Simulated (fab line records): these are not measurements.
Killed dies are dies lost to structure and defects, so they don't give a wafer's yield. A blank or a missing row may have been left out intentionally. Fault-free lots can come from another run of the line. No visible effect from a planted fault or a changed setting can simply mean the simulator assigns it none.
2 desks, one fault -- flow berkeley cmos170 -- numbers are kept per desk, each desk with only its own; the story behind them comes last

DESK OF THE TOOL OWNER: rtp anneal-01
The tool's own readings at UCB170_SILICIDE_RTA_04 (time 15 s): means of the sampled wafers that have a number, for each lot that ran on this tool. Marked OUT: a lot whose mean sits more than 4 standard deviations from the usual mean, which makes it out of limits; the brackets give that distance.
Columns: A = lamp power pct at UCB170_SILICIDE_RTA_04, usual 10.0 %; B = wafer_temp_C_max at UCB170_SILICIDE_RTA_04, usual 652.3
lot,first seen here,A,B
L556,day 8 08:18,11.4,652.1
L567,day 10 10:52,11.4,652.2
L568,day 10 22:06,11.4,652.4
This desk's finding: nothing out of limits on any of the 3 lots.

AT THE METROLOGY DESK
What the gauges read for every lot (on any tool): the sampled wafers with a number, averaged. Marked OUT: a lot whose mean sits more than 4 standard deviations from the usual mean, which makes it out of limits; the brackets give that distance. Shown here are 7 of its 12 readings, the ones lying furthest out on some lot.
Columns: A = NSD_RS at UCB170_SDANNEAL_RS_MEAS_03, usual 37.26 ohm/sq; B = SILICIDE_TI_RS at UCB170_SILICIDE_RS_MEAS_02, usual 26.1 ohm/sq; C = CONTACT_PSG_THK at UCB170_CONTACT_THK_MEAS_02, usual 701 nm; D = CONTACT_OVL at UCB170_CONTACT_OVL_MEAS_16, usual 4 nm; E = cd nm at UCB170_CONTACT_CD_MEAS_90, usual 700.6 nm; F = M1_AL_RS at UCB170_M1_RS_MEAS_01, usual 0.0484 ohm/sq; G = M1_AL_THK at UCB170_M1_THK_MEAS_02, usual 602 nm
lot,first seen here,A,B,C,D,E,F,G
L556,day 8 07:32,37.30,25.8,696,14,700.6,0.0490,596
L558,day 8 17:17,37.37,26.4,696,3,700.8,0.0472,618
L567,day 10 10:07,37.46,25.4,707,4,701.3,0.0481,611
L568,day 10 21:20,37.26,25.8,713,9,697.8,0.0481,611
L570,day 11 11:58,37.20,26.1,692,4,700.7,0.0480,610
L577,day 13 08:25,37.19,25.9,695,-1,701.7,0.0482,601
This desk's finding: nothing out of limits on any of the 6 lots.

BROUGHT TOGETHER
The desk of the tool owner found nothing out of limits.
Nothing out of limits was seen by the metrology desk.

WHAT WAS PUT IN BY THE SIMULATOR
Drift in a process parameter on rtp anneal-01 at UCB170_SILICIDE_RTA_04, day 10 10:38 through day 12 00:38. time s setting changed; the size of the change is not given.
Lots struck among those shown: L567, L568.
